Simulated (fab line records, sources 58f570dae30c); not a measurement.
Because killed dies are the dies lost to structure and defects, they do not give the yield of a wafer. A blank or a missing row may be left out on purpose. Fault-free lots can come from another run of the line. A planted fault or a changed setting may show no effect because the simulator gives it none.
Which tool did it?	flow berkeley_cmos170	6 lots, 18 wafers sampled, at 2 steps of a route of 331

## WHAT THE GAUGES SHOWED, per wafer
UCB170_SCREENOX_THK_MEAS_02.
lot	measured	on	SCREENOX_OXIDE_THK (nm)
L905	day 6 05:29	film_metro-01	14.65 14.50 14.42
L908	day 7 05:21	film_metro-02	14.40 14.58 14.48
L915	day 8 19:14	film_metro-01	3.94 4.00 3.95
L922	day 10 06:16	film_metro-04	14.69 14.42 14.77
L925	day 10 23:47	film_metro-04	14.31 14.16 14.41
L927	day 11 15:26	film_metro-02	13.91 13.66 13.82

## WHICH TOOL RAN EACH LOT (tool, then ch and the chambers of the sampled wafers, then the start)
lot	UCB170_SCREENOX_OXIDATION_01
L905	furnace-01 ch 0, day 6 03:49
L908	furnace-04 ch 0, day 7 03:41
L915	furnace-02 ch 0, day 8 17:35
L922	furnace-04 ch 0, day 10 04:35
L925	furnace-04 ch 0, day 10 22:06
L927	furnace-04 ch 0, day 11 13:46
- UCB170_SCREENOX_OXIDATION_01: target thk 14.4 nm, ox time 2400 s.

## THE ANSWER, worked out from the rows above alone
Rule: the usual values come from the lots themselves. The widest of any qualifying gaps counts: lots, ordered by their means at a reading, are off when they make up no more than a third of the lots, leave a main group of 4 or more, and stand apart from it by 3 or more times the standard deviation of that group's means. A main group is skipped when, at the precision printed for the reading in the tables above, its means are all equal. A lot without any number at a reading at which 4 lots or more have one is off too. Where the step has rows for the other lots, those lots are counted as sound.
Off: at UCB170_SCREENOX_THK_MEAS_02 (SCREENOX_OXIDE_THK), L915. The main group has a mean of 14.35 nm with a standard deviation of 0.29.
If a tool, at a process step before that reading, ran all the lots that are off and no sound lot after the first of them, it fits. The gauges at UCB170_SCREENOX_THK_MEAS_02 are tried like those tools. Undecided on this evidence; 2 tools fit (furnace-02 at UCB170_SCREENOX_OXIDATION_01, film_metro-01 at UCB170_SCREENOX_THK_MEAS_02).

## WHAT THE SIMULATOR HAD INSERTED
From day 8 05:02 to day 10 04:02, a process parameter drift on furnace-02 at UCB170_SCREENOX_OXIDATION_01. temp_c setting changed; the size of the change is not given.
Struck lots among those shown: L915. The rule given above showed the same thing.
